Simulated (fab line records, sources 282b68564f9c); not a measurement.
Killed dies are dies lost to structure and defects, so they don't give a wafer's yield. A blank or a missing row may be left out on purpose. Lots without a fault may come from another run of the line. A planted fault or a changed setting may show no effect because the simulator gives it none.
A struck lot beside a sound one | flow rit_cmos | 44 steps out of a route of 202
Sound: wafers L779.1, L779.2, L779.6. Struck: wafers L790.2, L790.5, L790.6. The cause comes at the end.
At each step with rows: each side's tool, then ch and its chambers, then its first start. Under that, the readings that differ: sound wafers | struck wafers | difference of the means | sigmas: that difference in standard deviations of wafers without a fault.
alike: readings whose means differ by less than 2 such deviations, and words and numbers that are the same on both sides. not compared: withheld readings, readings that some wafer has no value for, bounds like >300 that may hide the same value, and numbers for which the record gives no deviation and whose values overlap.
The two part at a step that has a row with sigmas, a row that says differs or no value, or rows on one side only. Numbers that don't overlap but have no deviation are shown without sigmas and don't part them. A reading that every wafer of one side lacks parts them only if that side has two wafers or more.

first, 1 step without rows for these wafers: RIT_PRETRO_IMPLANT_08.
RIT_PRETRO_STRIP_09: strips in O2, time 180 s.
  sound on plasma_asher-01 ch 0,1, day 2 08:02; struck on plasma_asher-01 ch 0,1, day 4 13:58
  alike: drypump_motor_current_A
  not compared: rf_hours_counter_h
RIT_PRETRO_TW_MEAS_10:
  sound on film_metro-02, day 2 08:13; struck on film_metro-01, day 4 14:10
  alike: PRETRO_TW
then, 5 steps without rows for these wafers: RIT_GATE_WET_ETCH_00 (etches SiO2 in BOE, target depth 56 nm, time 60 s); RIT_GATE_CLEAN_01 (cleans in SC1, time 600 s); RIT_GATE_CLEAN_02 (cleans in dHF, time 30 s); RIT_GATE_CLEAN_03 (cleans in SC2, time 600 s); RIT_GATE_CLEAN_04 (cleans in dHF, time 60 s).
RIT_FOX2_THK_MEAS_91:
  sound on film_metro-03, day 2 08:43; struck on film_metro-03, day 4 14:38
  alike: FIELD_OXIDE_LEFT_2_THK
then, 2 steps without rows for these wafers: RIT_GATE_OXIDATION_05 (target thk 3 nm, ox time 270 s); RIT_GATE_ANNEAL_06 (time 600 s).
RIT_GATE_THK_MEAS_07:
  sound on film_metro-03, day 2 10:05; struck on film_metro-04, day 4 16:04
  reading             | sound          | struck         | difference | sigmas
  GATE_OXIDE_THK (nm) | 3.11 3.16 3.07 | 2.96 2.97 2.97 | -0.15      | -2
RIT_GATE_CVD_08: deposits poly-Si from SiH4, target thk 250 nm, time 2220 s.
  sound on lpcvd-01 ch 1, day 2 10:09; struck on lpcvd-02 ch 1, day 4 16:07
  reading                                  | sound           | struck          | difference | sigmas
  model.poly-Si_of_GATE_CVD_08.thk_nm (nm) | 247 249.9 248.4 | 187.5 188.5 187 | -60.8      |
RIT_GATE_THK_MEAS_09:
  sound on film_metro-04, day 2 11:46; struck on film_metro-04, day 4 17:44
  reading            | sound             | struck            | difference | sigmas
  GATE_POLY_THK (nm) | 247.0 249.9 248.4 | 187.5 188.6 187.0 | -60.7      | -28
then, 6 steps without rows for these wafers: RIT_GATE_HMDS_10 (prime time 60 s); RIT_GATE_COAT_11 (resist thk 850 nm); RIT_GATE_SOFTBAKE_12 (time 60 s); RIT_GATE_EXPOSE_13 (exposes mask M6, target cd 150 nm); RIT_GATE_PEB_14; RIT_GATE_DEVELOP_15 (develop time 50 s).
RIT_GATE_CD_MEAS_16: target cd 150 nm.
  sound on cd_sem-02, day 2 12:47; struck on cd_sem-02, day 4 18:40
  alike: cd_nm
RIT_GATE_OVL_MEAS_17:
  sound on overlay-02, day 2 12:54; struck on overlay-02, day 4 18:46
  alike: GATE_OVL
then, 1 step without rows for these wafers: RIT_GATE_HARDBAKE_18 (time 60 s).
RIT_GATE_ETCH_19: etches poly-Si in SF6/CHF3/O2, stops on SiO2, time 165 s, target depth 312.5 nm.
  sound on rie_si-01 ch 1,2, day 2 13:07; struck on rie_si-02 ch 1,2, day 4 18:57
  reading                          | sound             | struck            | difference | sigmas
  oes_product_au (a.u.)            | 0.849 0.867 0.856 | 0.690 0.686 0.693 | -0.168     | -10
  model.etch.depth_nm (nm)         | 247 249.9 248.4   | 187.5 188.5 187   | -60.8      |
  model.GATE.feature_depth_nm (nm) | 247 249.9 248.4   | 187.5 188.5 187   | -60.8      |
  alike: drypump_motor_current_A, throttle_valve_pct
  not compared: rf_hours_counter_h
RIT_GATE_STRIP_20: strips in O2, time 180 s.
  sound on plasma_asher-02 ch 0,1, day 2 13:13; struck on plasma_asher-02 ch 0,1, day 4 19:03
  alike: drypump_motor_current_A
  not compared: rf_hours_counter_h
RIT_GATE_CD_MEAS_90: target cd 150 nm.
  sound on cd_sem-01, day 2 13:23; struck on cd_sem-01, day 4 19:15
  alike: cd_nm
then, 4 steps without rows for these wafers: RIT_REOX_CLEAN_00 (cleans in SC1, time 600 s); RIT_REOX_CLEAN_01 (cleans in dHF, time 30 s); RIT_REOX_CLEAN_02 (cleans in SC2, time 600 s); RIT_REOX_OXIDATION_03 (target thk 25.2 nm, ox time 5580 s).
RIT_REOX_THK_MEAS_04:
  sound on film_metro-02, day 2 16:35; struck on film_metro-02, day 4 23:10
  alike: REOX_OXIDE_THK
then, 6 steps without rows for these wafers: RIT_NLDD_HMDS_00 (prime time 60 s); RIT_NLDD_COAT_01 (resist thk 1000 nm); RIT_NLDD_SOFTBAKE_02 (time 60 s); RIT_NLDD_EXPOSE_03 (exposes mask M7, target cd 40700 nm); RIT_NLDD_PEB_04; RIT_NLDD_DEVELOP_05 (develop time 50 s).
RIT_NLDD_OVL_MEAS_06:
  sound on overlay-01, day 2 17:30; struck on overlay-02, day 5 00:13
  alike: NLDD_OVL
then, 2 steps without rows for these wafers: RIT_NLDD_HARDBAKE_07 (time 60 s); RIT_NLDD_IMPLANT_08.
RIT_NLDD_STRIP_09: strips in O2, time 180 s.
  sound on plasma_asher-01 ch 0,1, day 2 17:50; struck on plasma_asher-04 ch 0,1, day 5 00:32
  reading                     | sound       | struck      | difference | sigmas
  drypump_motor_current_A (A) | 5.8 4.9 4.9 | 6.3 6.3 6.3 | +1.1       | +2
  not compared: rf_hours_counter_h
RIT_NLDD_TW_MEAS_10:
  sound on film_metro-01, day 2 18:01; struck on film_metro-01, day 5 00:43
  alike: NLDD_TW
RIT_SDANNEAL_CLEAN_02: cleans in SC2, time 600 s.
  sound on wet_bench-01 ch 0, day 3 01:35; struck on wet_bench-02 ch 1, day 5 07:50
  reading                                  | sound             | struck            | difference | sigmas
  model.poly-Si_of_GATE_CVD_08.thk_nm (nm) | 160.1 163.6 161.2 | 100.6 101.6 99.63 | -61.0      |
  alike: temp_c
RIT_M1_PROBE_99:
  sound on prober-01, day 3 10:37; struck on prober-02, day 5 17:48
  reading                             | sound             | struck            | difference | sigmas
  model.etest.pmos_turned.r_on_ohm_um | 3319 3310 3237    | 2884 2985 2917    | -360       |
  model.etest.pmos_0p3.r_on_ohm_um    | 6328 6447 6310    | 6033 6018 6035    | -333       |
  model.etest.pmos_0p15.r_on_ohm_um   | 2669 2648 2609    | 2504 2577 2532    | -104       |
  model.etest.nmos_0p3.r_on_ohm_um    | 2192 2214 2164    | 2041 2063 2067    | -133       |
  model.etest.nmos_turned.drive_ua_um | 337.3 337 344.8   | 431.5 423.8 428.6 | +88.3      |
  model.etest.nmos_0p15.r_on_ohm_um   | 1099 1102 1098    | 1042 1060 1056    | -47        |
  model.etest.pmos_turned.drive_ua_um | 196.4 197.7 203.8 | 243.6 233 240.9   | +39.9      |
  model.etest.nmos_0p15.drive_ua_um   | 476.5 486.3 486.9 | 521.4 509.5 508.9 | +30.0      |
  alike: killed_at_M0_to_M3, killed_at_front_end, killed_dies, killed_open, killed_short

WHERE THEY PART
First at RIT_GATE_THK_MEAS_07; last, within this record, at RIT_NLDD_STRIP_09. Later steps at which nothing parts them and some readings are alike: RIT_NLDD_TW_MEAS_10, RIT_SDANNEAL_CLEAN_02, RIT_M1_PROBE_99.

WHY: what the simulator had put in
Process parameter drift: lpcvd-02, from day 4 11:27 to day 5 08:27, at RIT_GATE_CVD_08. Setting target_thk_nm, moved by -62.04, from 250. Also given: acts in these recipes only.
